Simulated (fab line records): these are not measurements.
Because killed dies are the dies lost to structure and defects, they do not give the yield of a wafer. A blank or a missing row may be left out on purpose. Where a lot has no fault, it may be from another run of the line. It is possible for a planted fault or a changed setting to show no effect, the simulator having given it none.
fab line records | flow rit_cmos
record lots=5 | wafers=23
route steps=202 shown M1@184
start_h: start of the lot's first displayed wafer, in hours after the record's first day | wait_h: time in hours since the lot's previous step | " same as the row above | L1.1+2: one row covering several wafers at once | - no value, or no start was given | * or withheld: withheld | < > ~ a bound
route shown NAME@n: a module of which the file shows steps, and the number in the route of the first | usual: mean and standard deviation over wafers with no fault | same: alike in all rows | chamber/n: place in a boat | sites: per-site readings | _std_site: their standard deviation | _edge_site: mean of outer sites minus mean of inner sites | radius_mm: for every site, how far away it sits from the centre of the wafer | mask NAME#n: copy n | behind: tool/chamber where the wafer was last shaped | hold: cause of the lot's hold/its duration in hours/its outcome | device: whichever transistor did not switch (one of n, p or np) | end of line: at the end of the route, the tests of the same wafers | step lacking rows: just its recipe | killed: count of dies lost to structure and defects at first sort (not the wafer's yield) | map: per-die view of a wafer (x killed, . not killed, _ where there is no die)
set.NAME: the setting as run; set.NAME@STEP: as run at that earlier step | model.NAME: the simulator's own value behind a step, which no gauge read
lots with deliberately changed settings; one table per step, one row per wafer
## steps
# step RIT_M1_SPUTTER_00
# recipe material=Al | target_thk_nm=400 | power_w=2000 | chamber_pressure_pa=0.4 | gas=Ar | time_s=500 | substrate_temp_c=25
lot.wafer | tool           | chamber | start_h | wait_h | set.power_w | model.Al_of_M1_SPUTTER_00.thk_nm
L075.2    | pvd_sputter-03 | -       | 57.85   | 0.0    | 2000        | 400.7
L075.3    | "              | -       | "       | "      | 2000        | 397.8
L075.4    | "              | -       | "       | "      | 2000        | 400.5
L075.5    | "              | -       | "       | "      | 2000        | 399.3
L075.6    | "              | -       | "       | "      | 2000        | 396.4
L077.1    | pvd_sputter-03 | -       | 68.71   | 0.0    | 2000        | 395.2
L077.2    | "              | -       | "       | "      | 1789        | 357.1
L077.4    | "              | -       | "       | "      | 2000        | 399.9
L077.5    | "              | -       | "       | "      | 2000        | 398.3
L077.6    | "              | -       | "       | "      | 1789        | 356
L079.1    | pvd_sputter-03 | -       | 79.09   | 0.0    | 1779        | 350.9
L079.2    | "              | -       | "       | "      | 1779        | 352.1
L079.3    | "              | -       | "       | "      | 1779        | 353.8
L079.4    | "              | -       | "       | "      | 2000        | 398.2
L079.5    | "              | -       | "       | "      | 2000        | 399.6
L083.1    | pvd_sputter-03 | -       | 99.83   | 0.0    | 2000        | 396.8
L083.3    | "              | -       | "       | "      | 2000        | 395.1
L083.5    | "              | -       | "       | "      | 2000        | 401.3
L085.1    | pvd_sputter-02 | -       | 113.05  | 0.0    | 2000        | 398
L085.2    | "              | -       | "       | "      | 1904        | 379.7
L085.3    | "              | -       | "       | "      | 1904        | 378.5
L085.4    | "              | -       | "       | "      | 2000        | 400.7
L085.6    | "              | -       | "       | "      | 2000        | 400.5
# step RIT_M1_RS_MEAS_01
# recipe thk_meas_gauge=four-point-probe | reads=Al_of_M1_SPUTTER_00
# usual M1_AL_RS=0.0733/0.00071
lot.wafer | tool          | chamber | start_h | wait_h | set.power_w@M1_SPUTTER_00 | M1_AL_RS[ohm/sq]
L075.2    | film_metro-03 | -       | 58.16   | 0.2    | 2000                      | 0.0733
L075.3    | "             | -       | "       | "      | 2000                      | 0.0739
L075.4    | "             | -       | "       | "      | 2000                      | 0.0734
L075.5    | "             | -       | "       | "      | 2000                      | 0.0736
L075.6    | "             | -       | "       | "      | 2000                      | 0.0743
L077.1    | film_metro-01 | -       | 69.01   | 0.1    | 2000                      | 0.0743
L077.2    | "             | -       | "       | "      | 1789                      | 0.0824
L077.4    | "             | -       | "       | "      | 2000                      | 0.0733
L077.5    | "             | -       | "       | "      | 2000                      | 0.0736
L077.6    | "             | -       | "       | "      | 1789                      | 0.0826
L079.1    | film_metro-01 | -       | 79.38   | 0.1    | 1779                      | 0.0840
L079.2    | "             | -       | "       | "      | 1779                      | 0.0836
L079.3    | "             | -       | "       | "      | 1779                      | 0.0831
L079.4    | "             | -       | "       | "      | 2000                      | 0.0737
L079.5    | "             | -       | "       | "      | 2000                      | 0.0734
L083.1    | film_metro-03 | -       | 100.12  | 0.1    | 2000                      | 0.0741
L083.3    | "             | -       | "       | "      | 2000                      | 0.0744
L083.5    | "             | -       | "       | "      | 2000                      | 0.0733
L085.1    | film_metro-02 | -       | 113.34  | 0.1    | 2000                      | 0.0738
L085.2    | "             | -       | "       | "      | 1904                      | 0.0773
L085.3    | "             | -       | "       | "      | 1904                      | 0.0776
L085.4    | "             | -       | "       | "      | 2000                      | 0.0733
L085.6    | "             | -       | "       | "      | 2000                      | 0.0734
# step RIT_M1_THK_MEAS_02
# recipe thk_meas_gauge=xrf | reads=Al_of_M1_SPUTTER_00
# usual M1_AL_THK=406/4.5
lot.wafer | tool          | chamber | start_h | wait_h | set.power_w@M1_SPUTTER_00 | M1_AL_THK[nm]
L075.2    | film_metro-03 | -       | 58.27   | 0.1    | 2000                      | 404
L075.3    | "             | -       | "       | "      | 2000                      | 399
L075.4    | "             | -       | "       | "      | 2000                      | 402
L075.5    | "             | -       | "       | "      | 2000                      | 401
L075.6    | "             | -       | "       | "      | 2000                      | 398
L077.1    | film_metro-01 | -       | 69.13   | 0.1    | 2000                      | 401
L077.2    | "             | -       | "       | "      | 1789                      | 363
L077.4    | "             | -       | "       | "      | 2000                      | 405
L077.5    | "             | -       | "       | "      | 2000                      | 408
L077.6    | "             | -       | "       | "      | 1789                      | 363
L079.1    | film_metro-01 | -       | 79.50   | 0.1    | 1779                      | 356
L079.2    | "             | -       | "       | "      | 1779                      | 358
L079.3    | "             | -       | "       | "      | 1779                      | 359
L079.4    | "             | -       | "       | "      | 2000                      | 403
L079.5    | "             | -       | "       | "      | 2000                      | 404
L083.1    | film_metro-03 | -       | 100.24  | 0.1    | 2000                      | 400
L083.3    | "             | -       | "       | "      | 2000                      | 398
L083.5    | "             | -       | "       | "      | 2000                      | 403
L085.1    | film_metro-02 | -       | 113.46  | 0.1    | 2000                      | 403
L085.2    | "             | -       | "       | "      | 1904                      | 385
L085.3    | "             | -       | "       | "      | 1904                      | 383
L085.4    | "             | -       | "       | "      | 2000                      | 407
L085.6    | "             | -       | "       | "      | 2000                      | 405
# step RIT_M1_EXPOSE_06
# recipe mask_id=M12 | na=0.6 | source_shape=conventional | sigma_outer=0.5 | target_cd_nm=2600 | dose_mj=250
lot.wafer      | tool             | chamber | start_h | wait_h | mask  | set.dose_mj
L075.2+5+6     | iline_stepper-01 | 0       | 58.92   | 0.2    | M12#0 | 236.5
L075.3+4       | "                | 0       | "       | "      | M12#0 | 250
L077.1+2+4+5+6 | iline_stepper-01 | 0       | 69.76   | 0.2    | M12#0 | 250
L079.1+2+5     | iline_stepper-02 | 0       | 80.01   | 0.1    | M12#0 | 250
L079.3+4       | "                | 0       | "       | "      | M12#0 | 237.8
L083.1+3+5     | iline_stepper-02 | 0       | 100.88  | 0.2    | M12#0 | 250
L085.1+2+3     | iline_stepper-01 | 0       | 114.07  | 0.1    | M12#0 | 250
L085.4+6       | "                | 0       | "       | "      | M12#0 | 243.6
# step RIT_M1_PEB_07
# recipe resist=NOVOLAK | temp_c=withheld | time_s=withheld
# step RIT_M1_DEVELOP_08
# recipe resist=NOVOLAK | develop_time_s=70.99 | dev_temp_c=23
lot.wafer | tool           | chamber | start_h | wait_h | set.dose_mj@M1_EXPOSE_06 | model.M1.cd_nm
L075.2    | litho_track-01 | 0       | -       | -      | 236.5                    | 2615
L075.3    | "              | 0       | "       | "      | 250                      | 2600
L075.4    | "              | 0       | "       | "      | 250                      | 2599
L075.5    | "              | 0       | "       | "      | 236.5                    | 2614
L075.6    | "              | 0       | "       | "      | 236.5                    | 2616
L077.1+2  | litho_track-02 | 0       | -       | -      | 250                      | 2600
L077.4+5  | "              | 0       | "       | "      | 250                      | 2601
L077.6    | "              | 0       | "       | "      | 250                      | 2602
L079.1+5  | litho_track-02 | 0       | -       | -      | 250                      | 2598
L079.2    | "              | 0       | "       | "      | 250                      | 2599
L079.3    | "              | 0       | "       | "      | 237.8                    | 2614
L079.4    | "              | 0       | "       | "      | 237.8                    | 2612
L083.1    | litho_track-02 | 0       | -       | -      | 250                      | 2600
L083.3    | "              | 0       | "       | "      | 250                      | 2604
L083.5    | "              | 0       | "       | "      | 250                      | 2601
L085.1+2  | litho_track-02 | 0       | -       | -      | 250                      | 2597
L085.3    | "              | 0       | "       | "      | 250                      | 2600
L085.4    | "              | 0       | "       | "      | 243.6                    | 2608
L085.6    | "              | 0       | "       | "      | 243.6                    | 2607
# step RIT_M1_CD_MEAS_09
# recipe target_cd_nm=2600
# usual cd_nm=2599.6/2.4
lot.wafer | tool      | chamber | start_h | wait_h | set.dose_mj@M1_EXPOSE_06 | cd_nm
L075.2    | cd_sem-02 | -       | 59.35   | -      | 236.5                    | 2615.5
L075.3    | "         | -       | "       | "      | 250                      | 2600.0
L075.4    | "         | -       | "       | "      | 250                      | 2598.6
L075.5    | "         | -       | "       | "      | 236.5                    | 2613.7
L075.6    | "         | -       | "       | "      | 236.5                    | 2616.2
L077.1    | cd_sem-02 | -       | 70.19   | -      | 250                      | 2600.2
L077.2    | "         | -       | "       | "      | 250                      | 2600.4
L077.4    | "         | -       | "       | "      | 250                      | 2601.3
L077.5    | "         | -       | "       | "      | 250                      | 2600.4
L077.6    | "         | -       | "       | "      | 250                      | 2601.7
L079.1    | cd_sem-02 | -       | 80.44   | -      | 250                      | 2597.7
L079.2    | "         | -       | "       | "      | 250                      | 2599.1
L079.3    | "         | -       | "       | "      | 237.8                    | 2614.0
L079.4    | "         | -       | "       | "      | 237.8                    | 2612.0
L079.5    | "         | -       | "       | "      | 250                      | 2598.4
L083.1    | cd_sem-02 | -       | 101.31  | -      | 250                      | 2600.1
L083.3    | "         | -       | "       | "      | 250                      | 2604.0
L083.5    | "         | -       | "       | "      | 250                      | 2600.8
L085.1    | cd_sem-01 | -       | 114.53  | -      | 250                      | 2596.9
L085.2    | "         | -       | "       | "      | 250                      | 2597.0
L085.3    | "         | -       | "       | "      | 250                      | 2599.6
L085.4    | "         | -       | "       | "      | 243.6                    | 2608.2
L085.6    | "         | -       | "       | "      | 243.6                    | 2607.1
# step RIT_M1_METAL_ETCH_12
# recipe stop_on=SiO2 | chemistry=Cl2/BCl3 | target=Al | time_s=165 | over_etch_frac=0.5 | pressure_mtorr=100 | target_depth_a=6000 | rf_w=250 | Cl2_flow_sccm=60 | bcl3_flow_sccm=50
lot.wafer | tool         | chamber | start_h | wait_h | set.over_etch_frac | set.dose_mj@M1_EXPOSE_06 | model.M1.cd_nm
L075.2    | rie_metal-03 | 0       | 59.74   | 0.2    | 0.584              | 236.5                    | 2614
L075.3    | "            | 0       | "       | "      | 0.584              | 250                      | 2597
L075.4    | "            | 1       | "       | "      | 0.5                | 250                      | 2599
L075.5    | "            | 1       | "       | "      | 0.5                | 236.5                    | 2614
L075.6    | "            | 0       | "       | "      | 0.5                | 236.5                    | 2615
L077.1    | rie_metal-04 | 1       | 70.60   | 0.2    | 0.5                | 250                      | 2601
L077.2    | "            | 0       | "       | "      | 0.4621             | 250                      | 2602
L077.4+5  | "            | 0,1     | "       | "      | 0.4621             | 250                      | 2603
L077.6    | "            | 0       | "       | "      | 0.5                | 250                      | 2603
L079.1    | rie_metal-02 | 0       | 80.85   | 0.2    | 0.4213             | 250                      | 2598
L079.2+5  | "            | 1       | "       | "      | 0.5                | 250                      | 2599
L079.3    | "            | 0       | "       | "      | 0.5                | 237.8                    | 2614
L079.4    | "            | 1       | "       | "      | 0.4213             | 237.8                    | 2614
L083.1+5  | rie_metal-04 | 0,1     | 101.92  | 0.2    | 0.5                | 250                      | 2601
L083.3    | "            | 1       | "       | "      | 0.5                | 250                      | 2605
L085.1    | rie_metal-02 | 1       | 114.94  | 0.2    | 0.5                | 250                      | 2599
L085.2    | "            | 0       | "       | "      | 0.5                | 250                      | 2598
L085.3    | "            | 0       | "       | "      | 0.5                | 250                      | 2601
L085.4    | "            | 1       | "       | "      | 0.5                | 243.6                    | 2610
L085.6    | "            | 1       | "       | "      | 0.5                | 243.6                    | 2608
# step RIT_M1_STRIP_13
# recipe chemistry=nmp | resist=NOVOLAK | temp_c=80 | time_s=600 | dry=n2_spin
# step RIT_M1_STRIP_14
# recipe chemistry=O2 | time_s=180 | platen_temp_c=withheld | power_w=500 | pressure_mtorr=4000 | o2_flow_sccm=4000
# step RIT_M1_CD_MEAS_90
# recipe target_cd_nm=2600
# usual cd_nm=2599.5/2.6
lot.wafer | tool      | chamber | start_h | wait_h | set.dose_mj@M1_EXPOSE_06 | cd_nm
L075.2    | cd_sem-01 | -       | 60.27   | 0.1    | 236.5                    | 2613.7
L075.3    | "         | -       | "       | "      | 250                      | 2597.2
L075.4    | "         | -       | "       | "      | 250                      | 2598.7
L075.5    | "         | -       | "       | "      | 236.5                    | 2613.7
L075.6    | "         | -       | "       | "      | 236.5                    | 2615.2
L077.1    | cd_sem-02 | -       | 71.12   | 0.1    | 250                      | 2601.5
L077.2    | "         | -       | "       | "      | 250                      | 2602.3
L077.4    | "         | -       | "       | "      | 250                      | 2602.7
L077.5    | "         | -       | "       | "      | 250                      | 2602.8
L077.6    | "         | -       | "       | "      | 250                      | 2602.9
L079.1    | cd_sem-01 | -       | 81.36   | 0.1    | 250                      | 2598.4
L079.2    | "         | -       | "       | "      | 250                      | 2599.3
L079.3    | "         | -       | "       | "      | 237.8                    | 2614.5
L079.4    | "         | -       | "       | "      | 237.8                    | 2614.3
L079.5    | "         | -       | "       | "      | 250                      | 2598.6
L083.1    | cd_sem-02 | -       | 102.43  | 0.1    | 250                      | 2600.9
L083.3    | "         | -       | "       | "      | 250                      | 2604.4
L083.5    | "         | -       | "       | "      | 250                      | 2600.7
L085.1    | cd_sem-01 | -       | 115.45  | 0.1    | 250                      | 2599.1
L085.2    | "         | -       | "       | "      | 250                      | 2597.5
L085.3    | "         | -       | "       | "      | 250                      | 2601.1
L085.4    | "         | -       | "       | "      | 243.6                    | 2609.3
L085.6    | "         | -       | "       | "      | 243.6                    | 2608.1
# step RIT_M1_ANNEAL_15
# recipe temp_c=450 | time_s=1800 | ambient=forming_gas_H2N2
# step RIT_M1_PROBE_99
# usual killed_at_contacts=0.1/0.28 | killed_at_front_end=7.2/3 | killed_dies=7.2/2.9 | killed_open=3.4/1.9 | killed_short=3.8/2.1
# same gross_dies=264 | killed_at_M0_to_M3=0 | killed_at_M4_up=0 | killed_at_back_side=0 | killed_at_other=0
lot.wafer | tool      | chamber | start_h | wait_h | set.resist_thk_nm@GATE_COAT_11 | killed_at_contacts | killed_at_front_end | killed_dies | killed_open | killed_short | model.etest.nmos_0p15.drive_ua_um
L075.2    | prober-01 | -       | 62.04   | 0.1    | 850                            | 0                  | 3                   | 3           | 2           | 1            | 499.1
L075.3    | prober-01 | -       | 62.09   | 0.2    | 815.3                          | 0                  | 7                   | 7           | 3           | 4            | 539.6
L075.4    | prober-01 | -       | 62.14   | 0.2    | 850                            | 0                  | 2                   | 2           | 0           | 2            | 513.1
L075.5    | prober-01 | -       | 62.19   | 0.2    | 815.3                          | 0                  | 7                   | 7           | 4           | 3            | 544.3
L075.6    | prober-01 | -       | 62.24   | 0.2    | 850                            | 0                  | 8                   | 8           | 2           | 6            | 511.8
L077.1    | prober-01 | -       | 72.86   | 0.1    | 850                            | 1                  | 13                  | 14          | 9           | 5            | 525.4
L077.2    | prober-01 | -       | 72.91   | 0.1    | 850                            | 1                  | 5                   | 6           | 4           | 2            | 512.3
L077.4    | prober-01 | -       | 73.01   | 0.2    | 850                            | 0                  | 9                   | 9           | 5           | 4            | 517.5
L077.5    | prober-01 | -       | 73.06   | 0.2    | 850                            | 0                  | 4                   | 4           | 2           | 2            | 513.7
L077.6    | prober-01 | -       | 73.11   | 0.2    | 850                            | 0                  | 8                   | 8           | 4           | 4            | 499.1
L079.1    | prober-01 | -       | 83.10   | 0.1    | 850                            | 0                  | 9                   | 9           | 3           | 5            | 515.8
L079.2    | prober-01 | -       | 83.15   | 0.1    | 850                            | 0                  | 5                   | 5           | 3           | 2            | 532.6
L079.3    | prober-01 | -       | 83.20   | 0.2    | 850                            | 0                  | 7                   | 7           | 4           | 3            | 525.6
L079.4    | prober-01 | -       | 83.25   | 0.2    | 850                            | 0                  | 4                   | 4           | 2           | 2            | 524.5
L079.5    | prober-01 | -       | 83.30   | 0.2    | 850                            | 0                  | 13                  | 13          | 8           | 5            | 527.1
L083.1    | prober-01 | -       | 104.27  | 0.1    | 850                            | 0                  | 4                   | 4           | 2           | 2            | 469.8
L083.3    | prober-01 | -       | 104.37  | 0.2    | 850                            | 1                  | 3                   | 4           | 1           | 3            | 467.3
L083.5    | prober-01 | -       | 104.47  | 0.2    | 850                            | 0                  | 10                  | 10          | 6           | 4            | 468.7
L085.1    | prober-01 | -       | 117.19  | 0.1    | 818.6                          | 0                  | 8                   | 8           | 5           | 3            | 489.2
L085.2    | prober-01 | -       | 117.24  | 0.1    | 818.6                          | 0                  | 12                  | 12          | 8           | 4            | 483
L085.3    | prober-01 | -       | 117.29  | 0.2    | 818.6                          | 1                  | 8                   | 9           | 6           | 3            | 495.6
L085.4    | prober-01 | -       | 117.34  | 0.2    | 850                            | 0                  | 12                  | 12          | 6           | 6            | 451.2
L085.6    | prober-01 | -       | 117.44  | 0.2    | 850                            | 0                  | 8                   | 8           | 5           | 3            | 463.6
# killed by level:class
L075.2 GATE:geometric_particle:open=1 SILICIDE:geometric_particle:open=1 SILICIDE:geometric_particle:short=1
L075.3 GATE:geometric_particle:open=2 REOX:geometric_particle:short=2 FOX1:geometric_particle:short=1 FOX2:geometric_particle:short=1 SPACER:geometric_particle:open=1
L075.4 GATE:geometric_particle:short=1 SILICIDE:geometric_particle:short=1
L075.5 FOX1:geometric_particle:open=2 FOX1:geometric_particle:short=2 GATE:geometric_particle:open=1 GATE:geometric_particle:short=1 REOX:geometric_particle:open=1
L075.6 REOX:geometric_particle:short=4 FOX1:geometric_particle:short=1 FOX1:geometric_particle:open=1 FOX2:geometric_particle:short=1 REOX:geometric_particle:open=1
L077.1 SPACER:geometric_particle:open=4 FOX1:geometric_particle:open=3 FOX1:geometric_particle:short=2 GATE:geometric_particle:short=2 GATE:geometric_particle:open=2 CONTACT:geometric_particle:short=1
L077.2 FOX1:geometric_particle:short=2 GATE:geometric_particle:open=2 REOX:geometric_particle:open=1 CONTACT:geometric_particle:open=1
L077.4 GATE:geometric_particle:open=3 GATE:geometric_particle:short=3 SPACER:geometric_particle:open=1 SILICIDE:geometric_particle:open=1 SILICIDE:geometric_particle:short=1
L077.5 FOX1:geometric_particle:short=1 REOX:geometric_particle:open=1 GATE:geometric_particle:open=1 SILICIDE:geometric_particle:short=1
L077.6 GATE:geometric_particle:short=4 FOX1:geometric_particle:open=1 FOX2:geometric_particle:open=1 GATE:geometric_particle:open=1 REOX:geometric_particle:open=1
L079.1 GATE:geometric_particle:short=2 SILICIDE:geometric_particle:short=2 FOX1:geometric_particle:open=1 GATE:geometric_particle:open=1 REOX:geometric_particle:short=1 SPACER:geometric_particle:open=1 NRETRO:coat_microbubble_printed=1
L079.2 GATE:geometric_particle:open=2 REOX:geometric_particle:short=1 SILICIDE:geometric_particle:short=1 SILICIDE:geometric_particle:open=1
L079.3 GATE:geometric_particle:open=2 SPACER:geometric_particle:short=2 FOX1:geometric_particle:open=1 GATE:geometric_particle:short=1 SPACER:geometric_particle:open=1
L079.4 FOX1:geometric_particle:short=1 GATE:geometric_particle:open=1 SPACER:geometric_particle:short=1 SILICIDE:geometric_particle:open=1
L079.5 GATE:geometric_particle:short=4 FOX1:geometric_particle:open=2 GATE:geometric_particle:open=2 SILICIDE:geometric_particle:open=2 ACTIVE:geometric_particle:short=1 REOX:geometric_particle:open=1 SPACER:geometric_particle:open=1
L083.1 SILICIDE:geometric_particle:open=2 FOX2:geometric_particle:short=1 SILICIDE:geometric_particle:short=1
L083.3 GATE:geometric_particle:short=1 REOX:geometric_particle:short=1 SILICIDE:geometric_particle:short=1 CONTACT:geometric_particle:open=1
L083.5 FOX1:geometric_particle:open=2 GATE:geometric_particle:short=2 GATE:geometric_particle:open=2 FOX1:geometric_particle:short=1 SPACER:geometric_particle:open=1 SPACER:geometric_particle:short=1 SILICIDE:geometric_particle:open=1
L085.1 SILICIDE:geometric_particle:open=2 FOX2:geometric_particle:open=1 GATE:geometric_particle:short=1 GATE:geometric_particle:open=1 SPACER:geometric_particle:short=1 SPACER:geometric_particle:open=1 SILICIDE:geometric_particle:short=1
L085.2 GATE:geometric_particle:open=4 FOX1:geometric_particle:open=2 GATE:geometric_particle:short=2 SPACER:geometric_particle:open=2 FOX1:geometric_particle:short=1 SPACER:geometric_particle:short=1
L085.3 FOX1:geometric_particle:open=2 REOX:geometric_particle:open=2 FOX1:geometric_particle:short=1 GATE:geometric_particle:short=1 REOX:geometric_particle:short=1 SPACER:geometric_particle:open=1 CONTACT:geometric_particle:open=1
L085.4 GATE:geometric_particle:open=3 GATE:geometric_particle:short=3 FOX1:geometric_particle:short=2 REOX:geometric_particle:open=2 FOX2:geometric_particle:open=1 SPACER:geometric_particle:short=1
L085.6 FOX1:geometric_particle:open=2 GATE:geometric_particle:open=2 FOX1:geometric_particle:short=1 GATE:geometric_particle:short=1 REOX:geometric_particle:short=1 SPACER:geometric_particle:open=1
## key
split step=RIT_M1_SPUTTER_00 | setting=power_w | stated=2000 | by=wafer
response step=RIT_M1_SPUTTER_00 | reading=model.Al_of_M1_SPUTTER_00.thk_nm | change=+4.09 | per=1% | r=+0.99
response step=RIT_M1_RS_MEAS_01 | reading=M1_AL_RS | change=-0.000864 | per=1% | r=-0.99
response step=RIT_M1_THK_MEAS_02 | reading=M1_AL_THK | change=+4.1 | per=1% | r=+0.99
split step=RIT_M1_EXPOSE_06 | setting=dose_mj | stated=250 | by=wafer
response step=RIT_M1_DEVELOP_08 | reading=model.M1.cd_nm | change=-3.07 | per=1% | r=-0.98
response step=RIT_M1_CD_MEAS_09 | reading=cd_nm | change=-3.05 | per=1% | r=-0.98
response step=RIT_M1_METAL_ETCH_12 | reading=model.M1.cd_nm | change=-3.17 | per=1% | r=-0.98
response step=RIT_M1_CD_MEAS_90 | reading=cd_nm | change=-3.17 | per=1% | r=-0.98
split step=RIT_M1_METAL_ETCH_12 | setting=over_etch_frac | stated=0.5 | by=wafer
response none clear
split outside_this_file step=RIT_GATE_COAT_11 setting=resist_thk_nm
# split outside_this_file: this setting was split too, and the file shows its column; the key of that split is in another file
